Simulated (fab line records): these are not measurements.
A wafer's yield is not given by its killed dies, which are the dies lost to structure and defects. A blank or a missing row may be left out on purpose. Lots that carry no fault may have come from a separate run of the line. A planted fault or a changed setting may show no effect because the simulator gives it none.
Chamber matching    flow berkeleyCmos170    cmp-02 running UCB170_V1_CMP_02: 4 sister chambers
The step polishes SiO2. 8 wafers are shown with their chamber, then 7 later ones without.

## WAFERS WITH THEIR CHAMBER
wafer   chamber  motorCurrentA (A)  edgeZonePressureFrac
L377.4  1        17.9               0.992
L383.3  3        19.2               1.009
L383.5  3        18.5               1.003
L383.6  2        16.3               0.996
L388.4  2        14.0               1.001
L388.5  0        15.1               1.000
L394.1  1        16.9               1.001
L394.2  0        13.5               1.007

## WAFERS WHOSE CHAMBER IS MISSING
wafer   motorCurrentA (A)  edgeZonePressureFrac
L394.6  14.0               1.008
L396.3  15.6               1.007
L396.5  19.8               0.998
L396.6  16.1               0.998
L400.2  14.6               1.002
L400.5  15.6               1.000
L400.6  16.9               1.003

## CHAMBER TAKEN BY EACH
wafer   from the rows above                in truth
L394.6  can't be placed: 0 or 2            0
L396.3  can't be placed: 0 or 2 or 1 or 3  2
L396.5  can't be placed: 3 or 1            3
L396.6  can't be placed: 2 or 1 or 0       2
L400.2  can't be placed: 0 or 2            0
L400.5  can't be placed: 2 or 0 or 1       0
L400.6  can't be placed: 1 or 2 or 3 or 0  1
Correct placement for 0 of the 7. These rows do not allow placing 7 (true chamber among the candidates in 7). Placed wrongly: 0.
How it was worked out, from the rows above alone: a wafer's distance from a chamber is the root of the sum, over the readings, of the square of ((its reading less the chamber's mean) divided by the reading's scatter). The wafer belongs to the nearest chamber; if the next one is less than 2 further off, it can't be placed. For every chamber, the mean is computed from those of its wafers that are shown. The scatter: take each reading less its chamber's mean, square it, sum over the shown wafers, divide by the number of wafers less the number of chambers, and take the root.
